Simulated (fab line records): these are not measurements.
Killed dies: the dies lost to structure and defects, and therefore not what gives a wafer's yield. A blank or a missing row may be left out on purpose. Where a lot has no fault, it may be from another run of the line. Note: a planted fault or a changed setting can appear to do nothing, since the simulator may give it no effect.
Which tool did it?	flow berkeley_cmos170	14 lots with 42 wafers sampled at 6 steps, on a route of 331 steps

== WHAT THE GAUGES READ, wafer by wafer ==
UCB170_PLDD_TW_MEAS_11.
lot	measured	on	PLDD_TW
L353	day 5 22:49	film_metro-02	1019 1014 1019
L354	day 6 10:41	film_metro-02	1013 1019 1016
L355	day 7 00:41	film_metro-03	1012 1017 1012
L356	day 7 14:35	film_metro-04	1021 1025 1023
L359	day 8 00:23	film_metro-03	1008 1015 1014
L363	day 8 06:46	film_metro-02	1070 1074 1070
L365	day 8 22:46	film_metro-03	1069 1065 1067
L366	day 9 07:28	film_metro-03	1014 1015 1010
L368	day 9 07:42	film_metro-03	1015 1017 1016
L372	day 10 00:13	film_metro-04	1031 1034 1031
L370	day 10 00:37	film_metro-03	1004 1007 1010
L369	day 10 01:10	film_metro-03	1010 1006 1007
L376	day 10 20:38	film_metro-03	1012 1003 1012
L375	day 10 20:56	film_metro-03	1007 1014 1009

UCB170_PSD_CD_MEAS_06: target cd 1200 nm.
lot	measured	on	cd_nm (nm)
L353	day 6 06:16	cd_sem-02	1199.6 1200.4 1199.5
L354	day 6 19:49	cd_sem-02	1198.4 1199.4 1198.5
L355	day 7 08:23	cd_sem-02	1198.6 1199.3 1199.4
L356	day 7 21:29	cd_sem-02	1201.6 1203.1 1200.8
L359	day 8 07:14	cd_sem-02	1198.0 1198.8 1197.1
L363	day 8 14:26	cd_sem-02	1200.8 1200.5 1200.5
L365	day 9 06:03	cd_sem-01	1199.2 1201.3 1201.9
L366	day 9 18:14	cd_sem-02	1200.6 1200.1 1202.1
L368	day 9 18:18	cd_sem-01	1200.4 1199.9 1200.9
L372	day 10 08:25	cd_sem-01	1199.6 1200.5 1200.1
L370	day 10 08:40	cd_sem-02	1200.1 1200.7 1200.7
L369	day 10 12:07	cd_sem-02	1199.4 1199.1 1197.7
L376	day 11 06:11	cd_sem-02	1198.8 1199.0 1199.2
L375	day 11 07:39	cd_sem-01	1198.7 1198.8 1197.9

UCB170_PSD_OVL_MEAS_07.
lot	measured	on	PSD_OVL (nm)
L353	day 6 06:23	overlay-01	-5 1 2
L354	day 6 19:56	overlay-02	5 2 8
L355	day 7 08:28	overlay-01	1 5 -2
L356	day 7 21:37	overlay-02	5 1 2
L359	day 8 07:21	overlay-01	-4 -1 3
L363	day 8 14:34	overlay-01	-14 -7 -9
L365	day 9 06:10	overlay-01	7 2 1
L366	day 9 18:22	overlay-01	1 1 -4
L368	day 9 18:25	overlay-02	6 10 12
L372	day 10 08:32	overlay-01	6 4 11
L370	day 10 08:47	overlay-01	13 17 11
L369	day 10 12:13	overlay-01	-5 -3 -2
L376	day 11 06:15	overlay-01	-1 4 5
L375	day 11 07:46	overlay-01	-2 -4 -4

UCB170_SDANNEAL_RS_MEAS_04: measures by four-point-probe.
lot	measured	on	PLDD_RS (ohm/sq)
L353	day 6 11:55	film_metro-02	1029.4 1030.3 1030.1
L354	day 7 00:48	film_metro-02	1033.4 1031.4 1032.2
L355	day 7 11:41	film_metro-02	1032.1 1032.7 1033.6
L356	day 8 01:11	film_metro-03	1033.9 1031.9 1031.9
L359	day 8 10:54	film_metro-02	1027.3 1028.1 1026.2
L363	day 8 18:58	film_metro-02	897.4 898.6 901.0
L365	day 9 11:42	film_metro-04	899.0 899.5 899.4
L366	day 9 22:29	film_metro-04	1031.1 1032.9 1030.7
L368	day 9 22:58	film_metro-04	1033.3 1034.2 1033.6
L372	day 10 12:38	film_metro-04	1030.3 1028.1 1027.2
L370	day 10 12:37	film_metro-03	1030.2 1027.8 1028.1
L369	day 10 15:36	film_metro-03	1032.2 1032.7 1031.4
L376	day 11 10:34	film_metro-04	1027.8 1029.8 1034.8
L375	day 11 12:51	film_metro-03	1032.0 1029.9 1036.4

== TOOL THAT RAN EACH LOT (tool first, then ch and the chambers of the sampled wafers, then the start) ==
lot	UCB170_GATE_ETCH_14	UCB170_PLDD_IMPLANT_09
L353	rie_diel-04 ch 0,1, day 5 20:34	implanter-03 ch 0, day 5 22:34
L354	rie_diel-01 ch 1,2,3, day 6 07:31	implanter-02 ch 0, day 6 10:26
L355	rie_diel-01 ch 1,2,3, day 6 22:16	implanter-03 ch 0, day 7 00:29
L356	rie_diel-04 ch 1,2, day 7 12:30	implanter-03 ch 0, day 7 14:20
L359	rie_diel-03 ch 0,1,3, day 7 21:38	implanter-03 ch 0, day 8 00:08
L363	rie_diel-03 ch 0,1,3, day 8 03:57	implanter-03 ch 0, day 8 06:31
L365	rie_diel-04 ch 0,3, day 8 20:33	implanter-03 ch 0, day 8 22:31
L366	rie_diel-04 ch 1,2, day 9 04:53	implanter-02 ch 0, day 9 07:13
L368	rie_diel-01 ch 0,1, day 9 05:02	implanter-01 ch 0, day 9 07:27
L372	rie_diel-04 ch 2,3, day 9 21:05	implanter-02 ch 0, day 9 23:59
L370	rie_diel-03 ch 0,1, day 9 21:28	implanter-01 ch 0, day 10 00:22
L369	rie_diel-01 ch 2,3, day 9 21:38	implanter-01 ch 0, day 10 00:56
L376	rie_diel-04 ch 0,3, day 10 18:11	implanter-02 ch 0, day 10 20:24
L375	rie_diel-04 ch 0,1, day 10 18:43	implanter-01 ch 0, day 10 20:41
- UCB170_GATE_ETCH_14: etches BARC in N2/H2.
- UCB170_PLDD_IMPLANT_09

== AS READ BY THE TOOLS THEMSELVES (means over the sampled wafers that have a number; for cases with no such wafer, the mark the record gives instead) ==
UCB170_GATE_ETCH_14.
lot	tool	drypump_motor_current_A (A)	oes_product_au (a.u.)	throttle_valve_pct (%)
L353	rie_diel-04	5.6	1.003	13.17
L354	rie_diel-01	5.8	0.985	13.04
L355	rie_diel-01	5.8	0.992	13.05
L356	rie_diel-04	5.4	1.020	13.22
L359	rie_diel-03	5.8	1.006	13.49
L363	rie_diel-03	5.7	1.016	13.50
L365	rie_diel-04	5.9	1.013	13.27
L366	rie_diel-04	5.3	1.014	13.20
L368	rie_diel-01	6.5	0.983	12.93
L372	rie_diel-04	5.4	1.013	13.24
L370	rie_diel-03	5.9	0.998	13.64
L369	rie_diel-01	5.4	0.989	13.19
L376	rie_diel-04	5.9	1.021	13.27
L375	rie_diel-04	5.7	1.013	13.19

UCB170_PLDD_IMPLANT_09.
lot	tool	beam_on_s (s)	dose_ions_cm2
L353	implanter-03	10.1	5.003e+13
L354	implanter-02	10.6	5.000e+13
L355	implanter-03	10.2	4.997e+13
L356	implanter-03	10.1	5.006e+13
L359	implanter-03	9.9	4.996e+13
L363	implanter-03	13.5	6.852e+13
L365	implanter-03	13.2	6.852e+13
L366	implanter-02	10.4	4.994e+13
L368	implanter-01	10.0	5.001e+13
L372	implanter-02	10.6	5.000e+13
L370	implanter-01	9.9	4.996e+13
L369	implanter-01	10.0	5.002e+13
L376	implanter-02	10.6	5.002e+13
L375	implanter-01	9.9	5.002e+13

== THE ANSWER, worked out from the rows above alone ==
Rule: the lots themselves supply what counts as usual. The widest of any qualifying gaps counts: lots, ordered by their means at a reading, are off when they make up no more than a third of the lots, leave a main group of 4 or more, and stand apart from it by 3 or more times the standard deviation of that group's means. Not used: any main group whose means are identical at the precision the tables above print for the reading. A lot without any number at a reading at which 4 lots or more have one is off too. The other lots that the step has rows for count as sound. Order of review: gauges by route order, followed by the tools' own readings, for which a lot's mean as printed above is used. At the first step where some lot is off, the reading lying furthest off is the one used; lots without a number count as furthest.
Off: L363, L365, at UCB170_PLDD_TW_MEAS_11 (PLDD_TW). The main group: mean 1015, standard deviation 6.8.
If a tool, at a process step before that reading, ran all the lots that are off and no sound lot after the first of them, it fits. The gauges at UCB170_PLDD_TW_MEAS_11 aren't tried: what is off there is off at UCB170_PLDD_IMPLANT_09 too, on other tools, and a gauge's error can't cause that. One fits: UCB170_PLDD_IMPLANT_09 on implanter-03. A fault onset in the window from L359 (day 8 00:08, its last sound lot) to L363 (day 8 06:31, its first lot off) fits.
The tool's own readings at UCB170_PLDD_IMPLANT_09 bear it out: on the lots that are off they differ by more than 5 times the standard deviation of the sound lots' means. beam_on_s reads 13.3 s there against 10.2 s on the sound lots; dose_ions_cm2 reads 6.852e+13 there against 5.000e+13 on the sound lots.

== WHAT THE SIMULATOR HAD INSERTED ==
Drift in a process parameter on implanter-03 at UCB170_PLDD_IMPLANT_09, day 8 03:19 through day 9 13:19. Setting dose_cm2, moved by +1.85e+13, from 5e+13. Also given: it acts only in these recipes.
Struck lots among those shown: L363, L365. This agrees with what the rule above found.
